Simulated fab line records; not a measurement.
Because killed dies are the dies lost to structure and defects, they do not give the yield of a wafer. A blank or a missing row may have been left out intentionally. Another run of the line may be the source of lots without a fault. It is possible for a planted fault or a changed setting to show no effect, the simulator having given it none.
Problem report, 8D (eight disciplines) form, completed by code / flow ritCmos / the parts of the form that need people (team, actions taken, sign-off) are left out

== 1. PROBLEM STATEMENT ==
Mean of killedAtFrontEnd at RIT_M1_PROBE_99: 40.0 over 3 wafers from 1 lot, against 6.3 (standard deviation 2.8) on wafers with no fault. Relative to the usual mean, that is a shift of +12 standard deviations.
First seen on wafer L482.2, day 6 16:32, on prober-01. The record holds 39 wafers of 13 lots with a number at this step. Rule for "out", or "out of limits": more than 4 standard deviations from the usual mean. The other wafers with a number count as sound.

== 2. WHAT IT IS; WHAT IT IS NOT ==
question=which readings at this step | is=killedAtFrontEnd, killedDies | is not=killedOpen, killedShort
question=which lots | is=L482 | is not=L466, L467, L468, L471, L472, L475, L476, L478, L479, L484, L485, L487
question=which wafers of those lots | is=all that have a number | is not=-
question=read on which tools | is=prober-01 | is not=prober-02
question=when | is=from day 6 16:32 | is not=up to then (27 sound wafers); but 9 sound wafers of L484, L485, L487 came after

== 3. WHAT RULES OUT EACH SUSPECT ==
Counting: a tool stays on the suspect list if, at a process step up to the reading, it processed all lots that are out and no sound lot following the first of them.
- wetBench-04 at RIT_SPACER_CLEAN_02 (cleans in SC2, time 600 s): ruled out as a lasting fault. Sound lots L484 ran on it after its first lot that is out, L482 (day 6 03:16).
- prober-01 at RIT_M1_PROBE_99: ruled out as a lasting fault. Sound lots L484 ran on it after its first lot that is out, L482 (day 6 16:32).
Left after counting: nothing in the record.

== 4. THE CAUSE (what the simulator had put in) ==
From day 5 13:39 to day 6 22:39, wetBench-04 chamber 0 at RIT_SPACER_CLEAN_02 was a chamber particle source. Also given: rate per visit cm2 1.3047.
Counting ruled it out, wrongly: the rule takes a fault to strike every lot that its tool runs from its start on, and this one did not.

== 5. THE CHAIN OF EFFECTS, in route order ==
Each row: a reading where the mean over the struck wafers with a number is more than 3 standard deviations away from the usual. Readings are gone through only where the record gives a usual standard deviation; hours: the median, over the lots, of the time from a lot's start at the first step in this table giving one to that lot's start at this step; sigmas: the change measured in usual standard deviations.
hours=0; step=RIT_M1_PROBE_99; reading=killedAtFrontEnd; usual=6.3; on struck wafers=40.0; change=+33.7; sigmas=+12
hours=0; step=RIT_M1_PROBE_99; reading=killedDies; usual=6.4; on struck wafers=40.0; change=+33.6; sigmas=+12
Its process steps:
- RIT_M1_PROBE_99

== 6. HOW IT WOULD HAVE BEEN CAUGHT EARLIER ==
The fault began at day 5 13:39; the first out-of-limits reading in this record came at day 6 16:32, 27 hours later.
